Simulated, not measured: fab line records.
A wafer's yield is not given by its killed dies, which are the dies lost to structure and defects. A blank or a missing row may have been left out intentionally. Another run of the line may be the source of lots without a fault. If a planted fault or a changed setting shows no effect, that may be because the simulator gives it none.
Lot-split experiment	flow rit cmos	on a route of 202 steps: 5 lots, 23 wafers read

ABOUT THE SPLIT
At RIT_PLDD_COAT_01 (resist thk 1000 nm), the setting resist thk nm was moved away from the recipe's 1000 nm on 10 of the 23 wafers read, by -5.9% to +1.9%. For the rest of the wafers, this setting stayed at what the recipe calls for.

FROM THE SPLIT TO THE READING: what the file shows between them, 3 steps
- RIT_PLDD_SOFTBAKE_02: time 60 s
- RIT_PLDD_EXPOSE_03: exposes mask M8, target cd 40900 nm
- RIT_PLDD_DEVELOP_05: develop time 50 s

THE READING
NOVOLAK_of_PLDD_COAT_01.thk nm (the simulator's own value, which no gauge read), in nm, at RIT_PLDD_HARDBAKE_07 (time 60 s). The file gives no usual value for it. Across the 13 wafers here that went through the recipe, the average is 884.0 nm and the standard deviation 2 nm.

wafer	tool, chamber at the split	resist thk nm as run, nm	against the recipe	NOVOLAK_of_PLDD_COAT_01.thk nm, nm	against lot-mates on the recipe
L076.1	litho track-01, 0	1000	recipe	884.7	-
L076.3	litho track-01, 0	1019	+1.9%	902.3	+16.6
L076.4	litho track-01, 0	1000	recipe	888.2	-
L076.5	litho track-01, 0	1000	recipe	884.1	-
L076.6	litho track-01, 0	1019	+1.9%	899.4	+13.7
L077.1	litho track-01, 0	1000	recipe	881.4	-
L077.5	litho track-01, 0	1000	recipe	884.3	-
L077.6	litho track-01, 0	1000	recipe	884.3	-
L078.1	litho track-01, 0	947.7	-5.2%	840.7	-40.2
L078.2	litho track-01, 0	1000	recipe	882.1	-
L078.4	litho track-01, 0	947.7	-5.2%	836.6	-44.4
L078.5	litho track-01, 0	947.7	-5.2%	837	-44.0
L078.6	litho track-01, 0	1000	recipe	879.8	-
L081.1	litho track-01, 0	965.9	-3.4%	852.9	-32.4
L081.2	litho track-01, 0	1000	recipe	885.8	-
L081.4	litho track-01, 0	1000	recipe	884.7	-
L081.5	litho track-01, 0	965.9	-3.4%	855.5	-29.8
L081.6	litho track-01, 0	965.9	-3.4%	854.3	-31.0
L085.2	litho track-02, 0	1000	recipe	885.1	-
L085.3	litho track-02, 0	1000	recipe	884.6	-
L085.4	litho track-02, 0	1000	recipe	883.5	-
L085.5	litho track-02, 0	940.9	-5.9%	832.8	-51.6
L085.6	litho track-02, 0	940.9	-5.9%	834.4	-50.0

FIT RESULTS
A straight line over all 23 wafers: NOVOLAK_of_PLDD_COAT_01.thk nm changes by +8.69 nm for each +1% of resist thk nm; r = +1.00; the points scatter about the line by 1.9 nm.
The same after taking each lot's own level away (the mean of its wafers on the recipe; 23 wafers): +8.45 nm for each +1%; r = +1.00; scatter 1.7 nm.
That fit puts the effect of the largest move of resist thk nm on the reading at 50 nm.
Across the lots, their own levels run from 880.95 to 885.67 nm, a range of 2.4 times the standard deviation given above.
So the lot-to-lot level changes the slope little: the two slopes agree.
Check: -49.9 nm against its lot-mates is what the line predicts for one of the wafers moved furthest among these (-5.9%) when that wafer is left out of the fit. It came out at -51.6 nm against them.

THE WHOLE CHAIN: every reading that the file lists as answering this split, in the file's order
step	what it does	reading	change (the file's fit)	r (the file's)
RIT_PLDD_COAT_01	resist thk 1000 nm	NOVOLAK_of_PLDD_COAT_01.thk nm (the simulator's own value, which no gauge read)	+9.71 nm for each +1% of the setting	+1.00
RIT_PLDD_HARDBAKE_07	time 60 s	NOVOLAK_of_PLDD_COAT_01.thk nm (the simulator's own value, which no gauge read)	+8.5 nm for each +1% of the setting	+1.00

FILE'S OWN FIT
NOVOLAK_of_PLDD_COAT_01.thk nm changes by +8.5 nm for each +1% of resist thk nm, r = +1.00.
